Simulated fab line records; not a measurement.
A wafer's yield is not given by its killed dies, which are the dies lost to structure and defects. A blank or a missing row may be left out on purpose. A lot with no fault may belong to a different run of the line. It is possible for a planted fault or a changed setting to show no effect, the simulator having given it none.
fab line records || flow ritCmos
[record] {"lots": 15, "wafers": 45, "lastDay": 7}
route steps=202 shown NWELL@36
lots that met no fault: taken from a fault-free run of the same line
startH: start of the lot's first displayed wafer, in hours after the record's first day || waitH: hours from the lot's prior step to this one || " identical to the entry in the row above || L1.1+2: several wafers, shown together as one row || - no value present, or no start provided || * or withheld: withheld || < > ~ a bound
route shown NAME@n: a module of which the file shows steps, and the number in the route of the first || usual: the fault-free wafers' mean and standard deviation || same: alike in all rows || chamber/n: place in a boat || sites: the reading at each site || _std_site: how widely they spread, as a standard deviation || _edge_site: the outer-site mean with the inner-site mean subtracted || radiusMm: how far each site lies from the wafer's centre || mask NAME#n: copy n || behind: tool/chamber where the wafer was last shaped || hold: why the lot went on hold/how many hours it stayed there/how the hold came to an end || device: whichever transistor did not switch (one of n, p or np) || end of line: tests run on the same wafers once the route is complete || step lacking rows: just its recipe || killed: dies that structure and defects cost at the first sort, which is not the same as the wafer's yield || map: a wafer's dies, x killed, . not, _ none there
set.NAME: the setting as run; set.NAME@STEP: as run at that earlier step || model.NAME: the simulator's own value behind a step, which no gauge read
the route's steps for a sample of lots (tables are steps, rows are wafers)
services: a tool's chamber out of use, with start hour (startH, from the record's first day; less than 0 if before it), hours out, and reason
[[steps]]
[step RIT_NWELL_IMPLANT_08]
[recipe] {"species": "P", "energyKev": 170, "doseCm2": 5e+13, "tiltDeg": 7}
[usual] {"doseIonsCm2": "5.001e+13/4.9e+10", "faradayCurrentUA": "158/3.2"}
{"lot.wafer": "L909.1", "tool": "implanter-04", "chamber": 0, "startH": 22.40, "waitH": 0.2, "doseIonsCm2": 5e+13, "faradayCurrentUA": 157}
{"lot.wafer": "L909.5", "tool": "implanter-04", "chamber": 0, "startH": 22.40, "waitH": 0.2, "doseIonsCm2": 5.007e+13, "faradayCurrentUA": 164}
{"lot.wafer": "L909.6", "tool": "implanter-04", "chamber": 0, "startH": 22.40, "waitH": 0.2, "doseIonsCm2": 5.002e+13, "faradayCurrentUA": 156}
{"lot.wafer": "L910.1", "tool": "implanter-04", "chamber": 0, "startH": 28.86, "waitH": 0.2, "doseIonsCm2": 4.998e+13, "faradayCurrentUA": 159}
{"lot.wafer": "L910.2", "tool": "implanter-04", "chamber": 0, "startH": 28.86, "waitH": 0.2, "doseIonsCm2": 4.997e+13, "faradayCurrentUA": 155}
{"lot.wafer": "L910.6", "tool": "implanter-04", "chamber": 0, "startH": 28.86, "waitH": 0.2, "doseIonsCm2": 5.003e+13, "faradayCurrentUA": 160}
{"lot.wafer": "L912.1", "tool": "implanter-02", "chamber": 0, "startH": 36.32, "waitH": 0.2, "doseIonsCm2": 4.996e+13, "faradayCurrentUA": 156}
{"lot.wafer": "L912.3", "tool": "implanter-02", "chamber": 0, "startH": 36.32, "waitH": 0.2, "doseIonsCm2": 5.003e+13, "faradayCurrentUA": 156}
{"lot.wafer": "L912.6", "tool": "implanter-02", "chamber": 0, "startH": 36.32, "waitH": 0.2, "doseIonsCm2": 5.001e+13, "faradayCurrentUA": 157}
{"lot.wafer": "L913.2", "tool": "implanter-01", "chamber": 0, "startH": 41.31, "waitH": 0.2, "doseIonsCm2": 5.004e+13, "faradayCurrentUA": 160}
{"lot.wafer": "L913.4", "tool": "implanter-01", "chamber": 0, "startH": 41.31, "waitH": 0.2, "doseIonsCm2": 5.001e+13, "faradayCurrentUA": 163}
{"lot.wafer": "L913.6", "tool": "implanter-01", "chamber": 0, "startH": 41.31, "waitH": 0.2, "doseIonsCm2": 4.999e+13, "faradayCurrentUA": 159}
{"lot.wafer": "L914.1", "tool": "implanter-01", "chamber": 0, "startH": 48.14, "waitH": 0.2, "doseIonsCm2": 5.006e+13, "faradayCurrentUA": 166}
{"lot.wafer": "L914.3", "tool": "implanter-01", "chamber": 0, "startH": 48.14, "waitH": 0.2, "doseIonsCm2": 5e+13, "faradayCurrentUA": 157}
{"lot.wafer": "L914.6", "tool": "implanter-01", "chamber": 0, "startH": 48.14, "waitH": 0.2, "doseIonsCm2": 5.004e+13, "faradayCurrentUA": 158}
{"lot.wafer": "L915.2", "tool": "implanter-04", "chamber": 0, "startH": 52.03, "waitH": 0.2, "doseIonsCm2": 5.01e+13, "faradayCurrentUA": 158}
{"lot.wafer": "L915.4", "tool": "implanter-04", "chamber": 0, "startH": 52.03, "waitH": 0.2, "doseIonsCm2": 4.997e+13, "faradayCurrentUA": 164}
{"lot.wafer": "L915.5", "tool": "implanter-04", "chamber": 0, "startH": 52.03, "waitH": 0.2, "doseIonsCm2": 5.002e+13, "faradayCurrentUA": 165}
{"lot.wafer": "L916.1", "tool": "implanter-04", "chamber": 0, "startH": 57.86, "waitH": 0.2, "doseIonsCm2": 5.008e+13, "faradayCurrentUA": 161}
{"lot.wafer": "L916.4", "tool": "implanter-04", "chamber": 0, "startH": 57.86, "waitH": 0.2, "doseIonsCm2": 5.003e+13, "faradayCurrentUA": 160}
{"lot.wafer": "L916.6", "tool": "implanter-04", "chamber": 0, "startH": 57.86, "waitH": 0.2, "doseIonsCm2": 5.005e+13, "faradayCurrentUA": 163}
{"lot.wafer": "L918.1", "tool": "implanter-01", "chamber": 0, "startH": 69.25, "waitH": 0.2, "doseIonsCm2": 5.006e+13, "faradayCurrentUA": 165}
{"lot.wafer": "L918.2", "tool": "implanter-01", "chamber": 0, "startH": 69.25, "waitH": 0.2, "doseIonsCm2": 4.997e+13, "faradayCurrentUA": 159}
{"lot.wafer": "L918.3", "tool": "implanter-01", "chamber": 0, "startH": 69.25, "waitH": 0.2, "doseIonsCm2": 4.999e+13, "faradayCurrentUA": 166}
{"lot.wafer": "L920.2", "tool": "implanter-01", "chamber": 0, "startH": 76.09, "waitH": 0.2, "doseIonsCm2": 4.995e+13, "faradayCurrentUA": 157}
{"lot.wafer": "L920.4", "tool": "implanter-01", "chamber": 0, "startH": 76.09, "waitH": 0.2, "doseIonsCm2": 4.993e+13, "faradayCurrentUA": 159}
{"lot.wafer": "L920.5", "tool": "implanter-01", "chamber": 0, "startH": 76.09, "waitH": 0.2, "doseIonsCm2": 5.005e+13, "faradayCurrentUA": 154}
{"lot.wafer": "L921.1", "tool": "implanter-04", "chamber": 0, "startH": 82.66, "waitH": 0.2, "doseIonsCm2": 5e+13, "faradayCurrentUA": 159}
{"lot.wafer": "L921.2", "tool": "implanter-04", "chamber": 0, "startH": 82.66, "waitH": 0.2, "doseIonsCm2": 5.003e+13, "faradayCurrentUA": 162}
{"lot.wafer": "L921.4", "tool": "implanter-04", "chamber": 0, "startH": 82.66, "waitH": 0.2, "doseIonsCm2": 5.002e+13, "faradayCurrentUA": 163}
{"lot.wafer": "L922.1", "tool": "implanter-02", "chamber": 0, "startH": 87.65, "waitH": 0.2, "doseIonsCm2": 5.005e+13, "faradayCurrentUA": 159}
{"lot.wafer": "L922.4", "tool": "implanter-02", "chamber": 0, "startH": 87.65, "waitH": 0.2, "doseIonsCm2": 4.999e+13, "faradayCurrentUA": 157}
{"lot.wafer": "L922.5", "tool": "implanter-02", "chamber": 0, "startH": 87.65, "waitH": 0.2, "doseIonsCm2": 4.993e+13, "faradayCurrentUA": 155}
{"lot.wafer": "L928.1", "tool": "implanter-01", "chamber": 0, "startH": 118.29, "waitH": 0.2, "doseIonsCm2": 4.998e+13, "faradayCurrentUA": 157}
{"lot.wafer": "L928.2", "tool": "implanter-01", "chamber": 0, "startH": 118.29, "waitH": 0.2, "doseIonsCm2": 4.99e+13, "faradayCurrentUA": 159}
{"lot.wafer": "L928.4", "tool": "implanter-01", "chamber": 0, "startH": 118.29, "waitH": 0.2, "doseIonsCm2": 5.004e+13, "faradayCurrentUA": 159}
{"lot.wafer": "L929.1", "tool": "implanter-04", "chamber": 0, "startH": 121.87, "waitH": 0.2, "doseIonsCm2": 3.726e+13, "faradayCurrentUA": 119}
{"lot.wafer": "L929.2", "tool": "implanter-04", "chamber": 0, "startH": 121.87, "waitH": 0.2, "doseIonsCm2": 3.729e+13, "faradayCurrentUA": 115}
{"lot.wafer": "L929.4", "tool": "implanter-04", "chamber": 0, "startH": 121.87, "waitH": 0.2, "doseIonsCm2": 3.732e+13, "faradayCurrentUA": 117}
{"lot.wafer": "L930.1", "tool": "implanter-04", "chamber": 0, "startH": 127.74, "waitH": 0.2, "doseIonsCm2": 3.714e+13, "faradayCurrentUA": 116}
{"lot.wafer": "L930.3", "tool": "implanter-04", "chamber": 0, "startH": 127.74, "waitH": 0.2, "doseIonsCm2": 3.719e+13, "faradayCurrentUA": 116}
{"lot.wafer": "L930.5", "tool": "implanter-04", "chamber": 0, "startH": 127.74, "waitH": 0.2, "doseIonsCm2": 3.721e+13, "faradayCurrentUA": 116}
{"lot.wafer": "L931.1", "tool": "implanter-04", "chamber": 0, "startH": 131.85, "waitH": 0.2, "doseIonsCm2": 3.722e+13, "faradayCurrentUA": 116}
{"lot.wafer": "L931.2", "tool": "implanter-04", "chamber": 0, "startH": 131.85, "waitH": 0.2, "doseIonsCm2": 3.723e+13, "faradayCurrentUA": 119}
{"lot.wafer": "L931.4", "tool": "implanter-04", "chamber": 0, "startH": 131.85, "waitH": 0.2, "doseIonsCm2": 3.727e+13, "faradayCurrentUA": 119}
[step RIT_NWELL_TW_MEAS_10]
[usual] {"NWELL_TW": "2156/21"}
{"lot.wafer": "L909.1", "tool": "filmMetro-04", "chamber": "-", "startH": 22.73, "waitH": 0.1, "NWELL_TW": 2135}
{"lot.wafer": "L909.5", "tool": "filmMetro-04", "chamber": "-", "startH": 22.73, "waitH": 0.1, "NWELL_TW": 2148}
{"lot.wafer": "L909.6", "tool": "filmMetro-04", "chamber": "-", "startH": 22.73, "waitH": 0.1, "NWELL_TW": 2139}
{"lot.wafer": "L910.1", "tool": "filmMetro-04", "chamber": "-", "startH": 29.19, "waitH": 0.1, "NWELL_TW": 2156}
{"lot.wafer": "L910.2", "tool": "filmMetro-04", "chamber": "-", "startH": 29.19, "waitH": 0.1, "NWELL_TW": 2155}
{"lot.wafer": "L910.6", "tool": "filmMetro-04", "chamber": "-", "startH": 29.19, "waitH": 0.1, "NWELL_TW": 2166}
{"lot.wafer": "L912.1", "tool": "filmMetro-02", "chamber": "-", "startH": 36.64, "waitH": 0.1, "NWELL_TW": 2190}
{"lot.wafer": "L912.3", "tool": "filmMetro-02", "chamber": "-", "startH": 36.64, "waitH": 0.1, "NWELL_TW": 2174}
{"lot.wafer": "L912.6", "tool": "filmMetro-02", "chamber": "-", "startH": 36.64, "waitH": 0.1, "NWELL_TW": 2175}
{"lot.wafer": "L913.2", "tool": "filmMetro-01", "chamber": "-", "startH": 41.62, "waitH": 0.1, "NWELL_TW": 2186}
{"lot.wafer": "L913.4", "tool": "filmMetro-01", "chamber": "-", "startH": 41.62, "waitH": 0.1, "NWELL_TW": 2175}
{"lot.wafer": "L913.6", "tool": "filmMetro-01", "chamber": "-", "startH": 41.62, "waitH": 0.1, "NWELL_TW": 2172}
{"lot.wafer": "L914.1", "tool": "filmMetro-04", "chamber": "-", "startH": 48.47, "waitH": 0.1, "NWELL_TW": 2119}
{"lot.wafer": "L914.3", "tool": "filmMetro-04", "chamber": "-", "startH": 48.47, "waitH": 0.1, "NWELL_TW": 2121}
{"lot.wafer": "L914.6", "tool": "filmMetro-04", "chamber": "-", "startH": 48.47, "waitH": 0.1, "NWELL_TW": 2116}
{"lot.wafer": "L915.2", "tool": "filmMetro-04", "chamber": "-", "startH": 52.34, "waitH": 0.1, "NWELL_TW": 2121}
{"lot.wafer": "L915.4", "tool": "filmMetro-04", "chamber": "-", "startH": 52.34, "waitH": 0.1, "NWELL_TW": 2129}
{"lot.wafer": "L915.5", "tool": "filmMetro-04", "chamber": "-", "startH": 52.34, "waitH": 0.1, "NWELL_TW": 2125}
{"lot.wafer": "L916.1", "tool": "filmMetro-04", "chamber": "-", "startH": 58.18, "waitH": 0.1, "NWELL_TW": 2124}
{"lot.wafer": "L916.4", "tool": "filmMetro-04", "chamber": "-", "startH": 58.18, "waitH": 0.1, "NWELL_TW": 2119}
{"lot.wafer": "L916.6", "tool": "filmMetro-04", "chamber": "-", "startH": 58.18, "waitH": 0.1, "NWELL_TW": 2120}
{"lot.wafer": "L918.1", "tool": "filmMetro-01", "chamber": "-", "startH": 69.58, "waitH": 0.1, "NWELL_TW": 2185}
{"lot.wafer": "L918.2", "tool": "filmMetro-01", "chamber": "-", "startH": 69.58, "waitH": 0.1, "NWELL_TW": 2178}
{"lot.wafer": "L918.3", "tool": "filmMetro-01", "chamber": "-", "startH": 69.58, "waitH": 0.1, "NWELL_TW": 2189}
{"lot.wafer": "L920.2", "tool": "filmMetro-01", "chamber": "-", "startH": 76.40, "waitH": 0.1, "NWELL_TW": 2180}
{"lot.wafer": "L920.4", "tool": "filmMetro-01", "chamber": "-", "startH": 76.40, "waitH": 0.1, "NWELL_TW": 2168}
{"lot.wafer": "L920.5", "tool": "filmMetro-01", "chamber": "-", "startH": 76.40, "waitH": 0.1, "NWELL_TW": 2172}
{"lot.wafer": "L921.1", "tool": "filmMetro-04", "chamber": "-", "startH": 82.98, "waitH": 0.1, "NWELL_TW": 2155}
{"lot.wafer": "L921.2", "tool": "filmMetro-04", "chamber": "-", "startH": 82.98, "waitH": 0.1, "NWELL_TW": 2164}
{"lot.wafer": "L921.4", "tool": "filmMetro-04", "chamber": "-", "startH": 82.98, "waitH": 0.1, "NWELL_TW": 2151}
{"lot.wafer": "L922.1", "tool": "filmMetro-04", "chamber": "-", "startH": 87.98, "waitH": 0.1, "NWELL_TW": 2147}
{"lot.wafer": "L922.4", "tool": "filmMetro-04", "chamber": "-", "startH": 87.98, "waitH": 0.1, "NWELL_TW": 2147}
{"lot.wafer": "L922.5", "tool": "filmMetro-04", "chamber": "-", "startH": 87.98, "waitH": 0.1, "NWELL_TW": 2139}
{"lot.wafer": "L928.1", "tool": "filmMetro-02", "chamber": "-", "startH": 118.61, "waitH": 0.1, "NWELL_TW": 2179}
{"lot.wafer": "L928.2", "tool": "filmMetro-02", "chamber": "-", "startH": 118.61, "waitH": 0.1, "NWELL_TW": 2166}
{"lot.wafer": "L928.4", "tool": "filmMetro-02", "chamber": "-", "startH": 118.61, "waitH": 0.1, "NWELL_TW": 2173}
{"lot.wafer": "L929.1", "tool": "filmMetro-04", "chamber": "-", "startH": 122.20, "waitH": 0.1, "NWELL_TW": 1963}
{"lot.wafer": "L929.2", "tool": "filmMetro-04", "chamber": "-", "startH": 122.20, "waitH": 0.1, "NWELL_TW": 1945}
{"lot.wafer": "L929.4", "tool": "filmMetro-04", "chamber": "-", "startH": 122.20, "waitH": 0.1, "NWELL_TW": 1951}
{"lot.wafer": "L930.1", "tool": "filmMetro-02", "chamber": "-", "startH": 128.06, "waitH": 0.1, "NWELL_TW": 1980}
{"lot.wafer": "L930.3", "tool": "filmMetro-02", "chamber": "-", "startH": 128.06, "waitH": 0.1, "NWELL_TW": 1970}
{"lot.wafer": "L930.5", "tool": "filmMetro-02", "chamber": "-", "startH": 128.06, "waitH": 0.1, "NWELL_TW": 1966}
{"lot.wafer": "L931.1", "tool": "filmMetro-04", "chamber": "-", "startH": 132.18, "waitH": 0.1, "NWELL_TW": 1945}
{"lot.wafer": "L931.2", "tool": "filmMetro-04", "chamber": "-", "startH": 132.18, "waitH": 0.1, "NWELL_TW": 1958}
{"lot.wafer": "L931.4", "tool": "filmMetro-04", "chamber": "-", "startH": 132.18, "waitH": 0.1, "NWELL_TW": 1946}
[step RIT_WELLDRIVE_RS_MEAS_01]
[recipe] {"thkMeasGauge": "four-point-probe"}
[usual] {"NWELL_RS": "275.5/0.73"}
{"lot.wafer": "L909.1", "tool": "filmMetro-02", "chamber": "-", "startH": 29.58, "waitH": 0.0, "NWELL_RS[ohm/sq]": 275.3}
{"lot.wafer": "L909.5", "tool": "filmMetro-02", "chamber": "-", "startH": 29.58, "waitH": 0.0, "NWELL_RS[ohm/sq]": 275.2}
{"lot.wafer": "L909.6", "tool": "filmMetro-02", "chamber": "-", "startH": 29.58, "waitH": 0.0, "NWELL_RS[ohm/sq]": 275.0}
{"lot.wafer": "L910.1", "tool": "filmMetro-01", "chamber": "-", "startH": 36.01, "waitH": 0.0, "NWELL_RS[ohm/sq]": 275.3}
{"lot.wafer": "L910.2", "tool": "filmMetro-01", "chamber": "-", "startH": 36.01, "waitH": 0.0, "NWELL_RS[ohm/sq]": 275.8}
{"lot.wafer": "L910.6", "tool": "filmMetro-01", "chamber": "-", "startH": 36.01, "waitH": 0.0, "NWELL_RS[ohm/sq]": 274.9}
{"lot.wafer": "L912.1", "tool": "filmMetro-01", "chamber": "-", "startH": 43.61, "waitH": 0.0, "NWELL_RS[ohm/sq]": 275.7}
{"lot.wafer": "L912.3", "tool": "filmMetro-01", "chamber": "-", "startH": 43.61, "waitH": 0.0, "NWELL_RS[ohm/sq]": 275.0}
{"lot.wafer": "L912.6", "tool": "filmMetro-01", "chamber": "-", "startH": 43.61, "waitH": 0.0, "NWELL_RS[ohm/sq]": 274.8}
{"lot.wafer": "L913.2", "tool": "filmMetro-02", "chamber": "-", "startH": 48.96, "waitH": 0.0, "NWELL_RS[ohm/sq]": 275.0}
{"lot.wafer": "L913.4", "tool": "filmMetro-02", "chamber": "-", "startH": 48.96, "waitH": 0.0, "NWELL_RS[ohm/sq]": 275.6}
{"lot.wafer": "L913.6", "tool": "filmMetro-02", "chamber": "-", "startH": 48.96, "waitH": 0.0, "NWELL_RS[ohm/sq]": 275.3}
{"lot.wafer": "L914.1", "tool": "filmMetro-02", "chamber": "-", "startH": 56.00, "waitH": 0.0, "NWELL_RS[ohm/sq]": 276.5}
{"lot.wafer": "L914.3", "tool": "filmMetro-02", "chamber": "-", "startH": 56.00, "waitH": 0.0, "NWELL_RS[ohm/sq]": 276.2}
{"lot.wafer": "L914.6", "tool": "filmMetro-02", "chamber": "-", "startH": 56.00, "waitH": 0.0, "NWELL_RS[ohm/sq]": 275.8}
{"lot.wafer": "L915.2", "tool": "filmMetro-02", "chamber": "-", "startH": 60.33, "waitH": 0.0, "NWELL_RS[ohm/sq]": 275.6}
{"lot.wafer": "L915.4", "tool": "filmMetro-02", "chamber": "-", "startH": 60.33, "waitH": 0.0, "NWELL_RS[ohm/sq]": 274.8}
{"lot.wafer": "L915.5", "tool": "filmMetro-02", "chamber": "-", "startH": 60.33, "waitH": 0.0, "NWELL_RS[ohm/sq]": 275.2}
{"lot.wafer": "L916.1", "tool": "filmMetro-04", "chamber": "-", "startH": 65.00, "waitH": 0.0, "NWELL_RS[ohm/sq]": 274.6}
{"lot.wafer": "L916.4", "tool": "filmMetro-04", "chamber": "-", "startH": 65.00, "waitH": 0.0, "NWELL_RS[ohm/sq]": 275.1}
{"lot.wafer": "L916.6", "tool": "filmMetro-04", "chamber": "-", "startH": 65.00, "waitH": 0.0, "NWELL_RS[ohm/sq]": 275.4}
{"lot.wafer": "L918.1", "tool": "filmMetro-04", "chamber": "-", "startH": 77.43, "waitH": 0.0, "NWELL_RS[ohm/sq]": 276.0}
{"lot.wafer": "L918.2", "tool": "filmMetro-04", "chamber": "-", "startH": 77.43, "waitH": 0.0, "NWELL_RS[ohm/sq]": 276.2}
{"lot.wafer": "L918.3", "tool": "filmMetro-04", "chamber": "-", "startH": 77.43, "waitH": 0.0, "NWELL_RS[ohm/sq]": 275.3}
{"lot.wafer": "L920.2", "tool": "filmMetro-02", "chamber": "-", "startH": 84.02, "waitH": 0.0, "NWELL_RS[ohm/sq]": 275.8}
{"lot.wafer": "L920.4", "tool": "filmMetro-02", "chamber": "-", "startH": 84.02, "waitH": 0.0, "NWELL_RS[ohm/sq]": 275.7}
{"lot.wafer": "L920.5", "tool": "filmMetro-02", "chamber": "-", "startH": 84.02, "waitH": 0.0, "NWELL_RS[ohm/sq]": 274.8}
{"lot.wafer": "L921.1", "tool": "filmMetro-01", "chamber": "-", "startH": 89.84, "waitH": 0.0, "NWELL_RS[ohm/sq]": 276.3}
{"lot.wafer": "L921.2", "tool": "filmMetro-01", "chamber": "-", "startH": 89.84, "waitH": 0.0, "NWELL_RS[ohm/sq]": 276.3}
{"lot.wafer": "L921.4", "tool": "filmMetro-01", "chamber": "-", "startH": 89.84, "waitH": 0.0, "NWELL_RS[ohm/sq]": 275.9}
{"lot.wafer": "L922.1", "tool": "filmMetro-04", "chamber": "-", "startH": 95.24, "waitH": 0.0, "NWELL_RS[ohm/sq]": 275.0}
{"lot.wafer": "L922.4", "tool": "filmMetro-04", "chamber": "-", "startH": 95.24, "waitH": 0.0, "NWELL_RS[ohm/sq]": 276.1}
{"lot.wafer": "L922.5", "tool": "filmMetro-04", "chamber": "-", "startH": 95.24, "waitH": 0.0, "NWELL_RS[ohm/sq]": 276.6}
{"lot.wafer": "L928.1", "tool": "filmMetro-02", "chamber": "-", "startH": 126.81, "waitH": 0.0, "NWELL_RS[ohm/sq]": 274.8}
{"lot.wafer": "L928.2", "tool": "filmMetro-02", "chamber": "-", "startH": 126.81, "waitH": 0.0, "NWELL_RS[ohm/sq]": 274.9}
{"lot.wafer": "L928.4", "tool": "filmMetro-02", "chamber": "-", "startH": 126.81, "waitH": 0.0, "NWELL_RS[ohm/sq]": 274.9}
{"lot.wafer": "L929.1", "tool": "filmMetro-02", "chamber": "-", "startH": 129.03, "waitH": 0.0, "NWELL_RS[ohm/sq]": 327.1}
{"lot.wafer": "L929.2", "tool": "filmMetro-02", "chamber": "-", "startH": 129.03, "waitH": 0.0, "NWELL_RS[ohm/sq]": 329.4}
{"lot.wafer": "L929.4", "tool": "filmMetro-02", "chamber": "-", "startH": 129.03, "waitH": 0.0, "NWELL_RS[ohm/sq]": 329.7}
{"lot.wafer": "L930.1", "tool": "filmMetro-02", "chamber": "-", "startH": 134.88, "waitH": 0.0, "NWELL_RS[ohm/sq]": 331.4}
{"lot.wafer": "L930.3", "tool": "filmMetro-02", "chamber": "-", "startH": 134.88, "waitH": 0.0, "NWELL_RS[ohm/sq]": 331.5}
{"lot.wafer": "L930.5", "tool": "filmMetro-02", "chamber": "-", "startH": 134.88, "waitH": 0.0, "NWELL_RS[ohm/sq]": 332.2}
{"lot.wafer": "L931.1", "tool": "filmMetro-01", "chamber": "-", "startH": 139.12, "waitH": 0.0, "NWELL_RS[ohm/sq]": 330.5}
{"lot.wafer": "L931.2", "tool": "filmMetro-01", "chamber": "-", "startH": 139.12, "waitH": 0.0, "NWELL_RS[ohm/sq]": 330.7}
{"lot.wafer": "L931.4", "tool": "filmMetro-01", "chamber": "-", "startH": 139.12, "waitH": 0.0, "NWELL_RS[ohm/sq]": 332.3}
[[services]]
{"tool": "implanter-02", "chamber": "-", "startH": 1.50, "hours": 3.9, "kind": "pm"}
{"tool": "implanter-02", "chamber": "-", "startH": 7.59, "hours": 6.1, "kind": "repair"}
{"tool": "implanter-01", "chamber": "-", "startH": 15.22, "hours": 1.2, "kind": "repair"}
{"tool": "implanter-02", "chamber": "-", "startH": 63.05, "hours": 8.7, "kind": "repair"}
{"tool": "implanter-04", "chamber": "-", "startH": 66.61, "hours": 0.9, "kind": "repair"}
{"tool": "implanter-02", "chamber": "-", "startH": 71.75, "hours": 4.6, "kind": "pm"}
{"tool": "implanter-02", "chamber": "-", "startH": 74.58, "hours": 5.2, "kind": "repair"}
{"tool": "implanter-04", "chamber": "-", "startH": 89.28, "hours": 13.6, "kind": "repair"}
{"tool": "implanter-04", "chamber": "-", "startH": 92.22, "hours": 3.7, "kind": "repair"}
{"tool": "implanter-02", "chamber": "-", "startH": 94.75, "hours": 9.8, "kind": "pm"}
{"tool": "implanter-01", "chamber": "-", "startH": 128.43, "hours": 8.8, "kind": "repair"}
[[key]]
[firstSign] {"step": "RIT_NWELL_IMPLANT_08", "reading": "doseIonsCm2", "direction": "down", "sigmas": "99+", "usual": 5.001e+13, "struck": 3.724e+13}
[effect] {"step": "RIT_NWELL_IMPLANT_08", "reading": "faradayCurrentUA", "direction": "down", "sigmas": 13, "usual": 158, "struck": 117}
[effect] {"step": "RIT_NWELL_TW_MEAS_10", "reading": "NWELL_TW", "direction": "down", "sigmas": 9.4, "usual": 2156, "struck": 1958}
[effect] {"step": "RIT_WELLDRIVE_RS_MEAS_01", "reading": "NWELL_RS", "direction": "up", "sigmas": 75, "usual": 275.5, "struck": 330.5}
metAt RIT_NWELL_IMPLANT_08
struckLots L929,L930,L931
testerLeftOut L929,L930,L931
onsetBetween 82.66 121.87
[fault] {"kind": "processParameterDrift", "tool": "implanter-04", "chamber": "-", "onsetH": 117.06, "steps": "RIT_NWELL_IMPLANT_08", "channel": "doseCm2", "offset": -1.2755e+13, "shape": "step", "endH": 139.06, "actsIn": "theseRecipesOnly", "stated": 5e+13}
// testerLeftOut: of these lots the tester's yield and bins aren't shown, on N5 and GAA mostly nor the transistor test; their killed dies are dies lost to structure and defects alone, not to doping, threshold or leakage, so they don't give the yield
